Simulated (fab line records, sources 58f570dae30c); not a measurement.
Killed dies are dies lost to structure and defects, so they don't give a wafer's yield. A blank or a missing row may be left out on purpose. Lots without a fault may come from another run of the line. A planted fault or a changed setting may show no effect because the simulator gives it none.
Split-lot experiment | flow berkeley_cmos170 | 5 lots, 21 wafers read, on a route of 331 steps

THE SPLIT
At UCB170_M2_COAT_10 (resist thk 900 nm), the setting spin_rpm was moved away from the recipe's 1500 rpm on 6 of the 21 wafers read, by -3.7% to +4.5%. The other wafers ran this setting at the recipe's value.

The reading is taken at the split's own step.

THE READING
KrF_of_M2_COAT_10.thk_nm (the simulator's own value, which no gauge read), in nm, at UCB170_M2_COAT_10 (resist thk 900 nm). The file gives no usual value for it. The 15 wafers here that ran the recipe average 900.5 nm, standard deviation 2.1 nm.

wafer  | tool, chamber at the split | spin_rpm as run, rpm | against the recipe | KrF_of_M2_COAT_10.thk_nm, nm | against lot-mates on the recipe
L074.2 | litho_track-04, 0          | 1500                 | recipe             | 899.3                        | -
L074.3 | litho_track-04, 0          | 1500                 | recipe             | 901.7                        | -
L074.4 | litho_track-04, 0          | 1500                 | recipe             | 898.2                        | -
L074.5 | litho_track-04, 0          | 1500                 | recipe             | 899.5                        | -
L074.6 | litho_track-04, 0          | 1500                 | recipe             | 899.6                        | -
L075.2 | litho_track-04, 0          | 1455                 | -3.0%              | 917.2                        | +16.7
L075.3 | litho_track-04, 0          | 1500                 | recipe             | 900.9                        | -
L075.4 | litho_track-04, 0          | 1500                 | recipe             | 897.9                        | -
L075.5 | litho_track-04, 0          | 1500                 | recipe             | 902.8                        | -
L075.6 | litho_track-04, 0          | 1455                 | -3.0%              | 915.1                        | +14.6
L077.3 | litho_track-02, 0          | 1500                 | recipe             | 901.3                        | -
L077.4 | litho_track-02, 0          | 1500                 | recipe             | 902.8                        | -
L077.5 | litho_track-02, 0          | 1500                 | recipe             | 899.7                        | -
L080.1 | litho_track-03, 0          | 1444                 | -3.7%              | 915.3                        | +16.0
L080.2 | litho_track-03, 0          | 1444                 | -3.7%              | 917.1                        | +17.8
L080.3 | litho_track-03, 0          | 1500                 | recipe             | 900.1                        | -
L080.4 | litho_track-03, 0          | 1500                 | recipe             | 900.6                        | -
L080.5 | litho_track-03, 0          | 1500                 | recipe             | 897.3                        | -
L082.1 | litho_track-04, 0          | 1500                 | recipe             | 905.4                        | -
L082.3 | litho_track-04, 0          | 1568                 | +4.5%              | 884.8                        | -20.6
L082.6 | litho_track-04, 0          | 1568                 | +4.5%              | 886.1                        | -19.3

THE FIT
A straight line over all 21 wafers: KrF_of_M2_COAT_10.thk_nm changes by -3.96 nm for each +1% of spin_rpm; r = -0.96; the points scatter about the line by 2.3 nm.
The same after taking each lot's own level away (the mean of its wafers on the recipe; 21 wafers): -4.59 nm for each +1%; r = -0.99; scatter 1.5 nm.
On that fit, the largest move of spin_rpm shifts the reading by 21 nm.
The lots' own levels span 899.33 to 905.40 nm, that is 3.0 times the standard deviation above.
So the lot-to-lot level changes the slope: the two fits differ.
Check: with one of the wafers moved furthest among these (+4.5%) left out of the fit, the line predicts -20.6 nm for it against its lot-mates. It came out at -20.6 nm against them.

THE FILE'S OWN FIT
KrF_of_M2_COAT_10.thk_nm changes by -4.66 nm for each +1% of spin_rpm, r = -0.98.
